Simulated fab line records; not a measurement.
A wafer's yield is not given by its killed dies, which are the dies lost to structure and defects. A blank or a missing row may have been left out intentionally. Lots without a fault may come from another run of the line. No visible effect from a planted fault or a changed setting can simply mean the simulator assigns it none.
Which tool was responsible?    flow rit cmos    6 lots with 18 wafers sampled at 2 steps, on a route of 202 steps

== WHAT THE GAUGES READ, wafer by wafer ==
RIT_ACTIVE_THK_MEAS_04.
lot   measured     on             ACTIVE_NITRIDE_THK (nm)
L530  day 1 18:33  film metro-04  151.2 150.6 151.4
L532  day 2 04:32  film metro-04  152.9 151.5 152.1
L534  day 2 15:24  film metro-04  171.9 172.4 171.6
L547  day 5 09:30  film metro-04  148.9 149.4 148.7
L549  day 5 17:41  film metro-02  151.3 151.0 150.2
L551  day 6 03:33  film metro-04  151.8 151.4 152.2

== WHAT TOOL EACH LOT RAN ON (gives the tool, then ch and the chambers of the sampled wafers, and finally the start) ==
lot   RIT_ACTIVE_CVD_03
L530  lpcvd-01 ch 1, day 1 17:07
L532  lpcvd-01 ch 0, day 2 03:07
L534  lpcvd-01 ch 1, day 2 13:58
L547  lpcvd-01 ch 1, day 5 08:05
L549  lpcvd-01 ch 1, day 5 16:15
L551  lpcvd-01 ch 0, day 6 02:07
- RIT_ACTIVE_CVD_03: deposits Si3N4 from SiH2Cl2/NH3, target thk 150 nm, time 1500 s.

== THE ANSWER, worked out from the rows above alone ==
Rule: usual is defined by the lots themselves. Put in order of their means at a reading, lots are off if they are a third of the lots or fewer, leave a main group of 4 or more, and stand apart from it by a gap of 3 or more times the standard deviation of the main group's means; of several such gaps the widest counts. A main group whose means are all the same, to the digits that the tables above print for the reading, isn't used. Also off: a lot with no number at a reading for which 4 or more lots have one. Any other lot the step has rows for is counted as sound.
Off: L534, seen at RIT_ACTIVE_THK_MEAS_04 (ACTIVE_NITRIDE_THK). Main group: mean 151.0 nm, sd 1.1.
A tool fits if, at a process step before that reading, it ran every lot that is off, and no sound lot after the first of them. Those tools and the gauges at RIT_ACTIVE_THK_MEAS_04 are tried in the same way. Not one of the candidates tried fits.

== WHAT WAS PUT IN BY THE SIMULATOR ==
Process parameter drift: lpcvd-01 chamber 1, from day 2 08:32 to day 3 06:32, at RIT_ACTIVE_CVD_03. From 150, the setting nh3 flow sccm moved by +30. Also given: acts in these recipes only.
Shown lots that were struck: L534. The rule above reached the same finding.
